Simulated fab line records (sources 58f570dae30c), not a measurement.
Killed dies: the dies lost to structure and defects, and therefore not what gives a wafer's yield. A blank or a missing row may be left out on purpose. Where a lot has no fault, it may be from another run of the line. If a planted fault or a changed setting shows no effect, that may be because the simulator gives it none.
Commonality check across tools	flow berkeley_cmos170	11 lots, 33 wafers sampled

WHY IT WAS OPENED
2 of 11 lots carry a flag on the reading FIELD_OXIDE_THK at UCB170_FIELD_THK_MEAS_02. Fault-free wafers read 555 nm, with a standard deviation of 10.
Rule: flag the lot when none of its wafers has a number, or when each of its wafers that has one lies beyond 4 standard deviations from that mean. The rest of the lots are taken to be sound.

lot	measured	on	FIELD_OXIDE_THK (nm), wafer by wafer	flag
L563	day 5 07:30	film_metro-04	554 555 560	
L565	day 5 20:51	film_metro-03	554 548 547	
L566	day 5 20:52	film_metro-04	563 564 575	
L564	day 5 20:55	film_metro-03	562 569 568	
L567	day 5 20:56	film_metro-04	552 558 541	
L568	day 6 14:14	film_metro-03	561 559 554	
L569	day 6 23:53	film_metro-03	572 567 563	
L570	day 6 23:57	film_metro-03	561 571 575	
L571	day 7 07:07	film_metro-04	565 549 568	
L574	day 7 22:08	film_metro-01	673 674 681	FLAGGED
L575	day 7 22:08	film_metro-04	648 658 653	FLAGGED
The mean of the flagged lots' numbers is 664 nm, +110 nm from the usual (+11 standard deviations).

LOT BY LOT: THE TOOL USED
Before the reading, the record contains 2 process steps out of a 331-step route. Cell contents, in order: the tool; ch with the chambers the sampled wafers went through; the start.
lot	flag	UCB170_ZERO_STRIP_07	UCB170_FIELD_OXIDATION_01
L563		plasma_asher-03 ch 0,1, day 1 17:52	furnace-02 ch 0, day 5 04:29
L565		plasma_asher-03 ch 0,1, day 2 08:27	furnace-02 ch 0, day 5 17:51
L566		plasma_asher-04 ch 0,1, day 2 14:27	furnace-02 ch 0, day 5 17:51
L564		plasma_asher-04 ch 0,1, day 2 04:14	furnace-02 ch 0, day 5 17:51
L567		plasma_asher-01 ch 0,1, day 2 14:14	furnace-02 ch 0, day 5 17:51
L568		plasma_asher-03 ch 0,1, day 3 01:02	furnace-02 ch 0, day 6 11:14
L569		plasma_asher-01 ch 0,1, day 3 06:26	furnace-04 ch 0, day 6 20:42
L570		plasma_asher-03 ch 0,1, day 3 06:41	furnace-04 ch 0, day 6 20:42
L571		plasma_asher-01 ch 0,1, day 3 15:43	furnace-01 ch 0, day 7 04:07
L574	FLAGGED	plasma_asher-03 ch 1, day 4 07:52	furnace-04 ch 0, day 7 19:07
L575	FLAGGED	plasma_asher-03 ch 0,1, day 4 12:03	furnace-04 ch 0, day 7 19:07
What is done by these steps:
- UCB170_ZERO_STRIP_07: strips in O2.
- UCB170_FIELD_OXIDATION_01: target thk 558.3 nm, ox time 7200 s.
- UCB170_FIELD_THK_MEAS_02

FLAGGED OVER TOTAL, TOOL BY TOOL (the gauges that took the reading come last)
step	tool	lots run	flagged	share of the flagged lots	sound lots run after its first flagged lot
UCB170_ZERO_STRIP_07	plasma_asher-01	3	0	none	-
UCB170_ZERO_STRIP_07	plasma_asher-03	6	2	all	0
UCB170_ZERO_STRIP_07	plasma_asher-04	2	0	none	-
UCB170_FIELD_OXIDATION_01	furnace-01	1	0	none	-
UCB170_FIELD_OXIDATION_01	furnace-02	6	0	none	-
UCB170_FIELD_OXIDATION_01	furnace-04	4	2	all	0
UCB170_FIELD_THK_MEAS_02	film_metro-01	1	1	some	0
UCB170_FIELD_THK_MEAS_02	film_metro-03	5	0	none	-
UCB170_FIELD_THK_MEAS_02	film_metro-04	5	1	some	0

WHAT THE TABLE PERMITS
Rows of the table that ran all the flagged lots, 2 in number: plasma_asher-03 at UCB170_ZERO_STRIP_07; furnace-04 at UCB170_FIELD_OXIDATION_01.
- plasma_asher-03 at UCB170_ZERO_STRIP_07 ran 6 lots, 2 of them flagged. A fault beginning between L570 (day 3 06:41), its last sound lot, and L574 (day 4 07:52), its first flagged one, fits the data.
- furnace-04 at UCB170_FIELD_OXIDATION_01 ran 4 lots, 2 of them flagged. A fault beginning between L569 (day 6 20:42), its last sound lot, and L574 (day 7 19:07), its first flagged one, fits the data.
Counting lots can't tell these 2 tools apart, because each fits a fault that began at some hour. More lots, or a look at what each step does to the wafer, might.

WHAT THE SIMULATOR PUT IN
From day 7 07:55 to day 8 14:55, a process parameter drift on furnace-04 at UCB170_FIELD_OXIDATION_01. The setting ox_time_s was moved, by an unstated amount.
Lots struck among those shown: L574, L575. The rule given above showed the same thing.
